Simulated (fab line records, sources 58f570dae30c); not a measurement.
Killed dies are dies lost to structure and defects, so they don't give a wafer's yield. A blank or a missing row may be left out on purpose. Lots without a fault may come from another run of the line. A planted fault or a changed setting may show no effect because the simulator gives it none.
fab line records | flow berkeley_cmos170
record lots=14 wafers=42 last_day=11
route steps=331 shown SACOX@98
lots that met no fault: from a run of the same line without faults
start_h: hours from the record's first day to the start of the lot's first wafer shown | wait_h: hours since the lot's step before | " the same as in the row above | L1.1+2: a row that stands for several wafers | - no value, or no start given | * or withheld: withheld | < > ~ a bound
route shown NAME@n: a module of which the file shows steps, and the number in the route of the first | usual: mean/standard deviation of fault-free wafers | same: alike in all rows | chamber/n: place in a boat | sites: the reading at each site | _std_site: their standard deviation | _edge_site: outer sites' mean less inner sites' | radius_mm: how far each site lies from the wafer's centre | mask NAME#n: copy n | behind: the tool/chamber that last shaped the wafer | hold: why the lot was held/for how many hours/how that ended | device: the transistor (n, p or np) that didn't switch | end of line: the same wafers' tests at the end of the route | a step without rows: its recipe alone | killed: dies lost to structure and defects at the first sort, not the wafer's yield | map: a wafer's dies, x killed, . not, _ none there
set.NAME: the setting as run; set.NAME@STEP: as run at that earlier step | model.NAME: the simulator's own value behind a step, which no gauge read
steps of the route over a sample of lots; a table a step, a row a wafer
services: from which hour (start_h, from the record's first day; less than 0 if before it) a tool's chamber was out of use, for how many hours, and why
## steps
# step UCB170_SACOX_OXIDATION_01
# recipe temp_c=900 ambient=O2 target_thk_a=144 ox_time_s=2400
# usual spike_tc_centre_C=903.3/0.97
# columns lot.wafer tool chamber start_h wait_h spike_tc_centre_C
L691.3 furnace-01 0 104.16 2.6 904.3
L691.4 " 0 " " 903.8
L691.5 " 0 " " 903.0
L692.1 furnace-01 0 104.16 2.6 902.0
L692.2 " 0 " " 902.6
L692.5 " 0 " " 904.0
L693.1 furnace-02 0 111.76 3.6 904.7
L693.3 " 0 " " 903.1
L693.5 " 0 " " 903.3
L693.1 furnace-01 0 114.51 1.1 903.4
L693.3 " 0 " " 903.8
L693.5 " 0 " " 902.8
L694.2 furnace-02 0 118.95 2.0 903.0
L694.5 " 0 " " 902.6
L694.6 " 0 " " 902.2
L696.1 furnace-01 0 131.99 1.1 904.7
L696.3 " 0 " " 902.4
L696.6 " 0 " " 903.2
L696.1 furnace-02 0 134.31 0.7 905.2
L696.3 " 0 " " 902.1
L696.6 " 0 " " 902.5
L699.1 furnace-01 0 151.08 1.8 902.6
L699.4 " 0 " " 902.8
L699.5 " 0 " " 902.9
L700.2 furnace-01 0 151.08 1.9 901.9
L700.4 " 0 " " 903.5
L700.5 " 0 " " 904.4
L705.1 furnace-02 0 165.28 4.3 903.7
L705.2 " 0 " " 903.5
L705.6 " 0 " " 904.3
L706.1 furnace-02 0 165.28 4.3 902.3
L706.4 " 0 " " 904.4
L706.5 " 0 " " 904.1
L707.3 furnace-01 0 177.65 4.5 903.3
L707.4 " 0 " " 904.4
L707.5 " 0 " " 904.0
L709.3 furnace-04 0 186.05 1.8 903.6
L709.4 " 0 " " 903.8
L709.5 " 0 " " 902.8
L710.2 furnace-04 0 194.71 2.7 902.7
L710.5 " 0 " " 903.1
L710.6 " 0 " " 904.0
L712.1 furnace-02 0 202.60 2.9 901.6
L712.3 " 0 " " 902.6
L712.6 " 0 " " 904.7
L714.1 furnace-02 0 202.60 2.9 903.1
L714.2 " 0 " " 901.1
L714.5 " 0 " " 901.5
# step UCB170_SACOX_THK_MEAS_02
# recipe reads=SiO2_of_SACOX_OXIDATION_01
# usual SACOX_OXIDE_THK=14.33/0.27
# columns lot.wafer tool chamber start_h wait_h SACOX_OXIDE_THK[nm]
L692.1 film_metro-02 - 105.82 0.0 14.43
L692.2 " - " " 14.24
L692.5 " - " " 14.60
L691.3 film_metro-03 - 105.84 0.0 14.40
L691.4 " - " " 14.12
L691.5 " - " " 14.19
L693.1 film_metro-04 - 116.17 0.0 22.93
L693.3 " - " " 22.99
L693.5 " - " " 22.69
L694.2 film_metro-02 - 120.62 0.0 14.16
L694.5 " - " " 14.39
L694.6 " - " " 14.11
L696.1 film_metro-02 - 135.98 0.0 22.80
L696.3 " - " " 22.78
L696.6 " - " " 22.40
L699.1 film_metro-03 - 152.75 0.0 14.19
L699.4 " - " " 14.37
L699.5 " - " " 14.42
L700.2 film_metro-02 - 152.76 0.0 14.15
L700.4 " - " " 14.27
L700.5 " - " " 14.19
L705.1 film_metro-04 - 166.95 0.0 14.18
L705.2 " - " " 14.11
L705.6 " - " " 14.02
L706.1 film_metro-02 - 166.95 0.0 14.48
L706.4 " - " " 14.51
L706.5 " - " " 14.30
L707.3 film_metro-03 - 179.34 0.0 14.77
L707.4 " - " " 14.59
L707.5 " - " " 14.31
L709.3 film_metro-02 - 187.73 0.0 14.44
L709.4 " - " " 14.18
L709.5 " - " " 14.28
L710.2 film_metro-04 - 196.39 0.0 14.36
L710.5 " - " " 14.22
L710.6 " - " " 14.49
L712.1 film_metro-04 - 204.26 0.0 14.11
L712.3 " - " " 14.13
L712.6 " - " " 14.19
L714.1 film_metro-03 - 204.30 0.0 13.91
L714.2 " - " " 14.04
L714.5 " - " " 13.96
## services
# columns tool chamber start_h hours kind
furnace-02 - 107.69 2.4 pm
furnace-04 - 112.40 3.1 pm
furnace-01 - 158.25 2.6 pm
## key
first_sign step=UCB170_SACOX_OXIDATION_01 reading=visit direction=added
effect step=UCB170_SACOX_THK_MEAS_02 reading=SACOX_OXIDE_THK direction=up sigmas=31 usual=14.33 struck=22.77
met_at UCB170_SACOX_OXIDATION_01
struck_lots L693,L696
tester_left_out L693,L696
fault kind=repeated_step_whole tool=furnace-01,furnace-02,furnace-04 chamber=- onset_h=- steps=UCB170_SACOX_OXIDATION_01 times=1 scope=struck_lots_only
# tester_left_out: of these lots the tester's yield and bins aren't shown, on N5 and GAA mostly nor the transistor test; their killed dies are dies lost to structure and defects alone, not to doping, threshold or leakage, so they don't give the yield
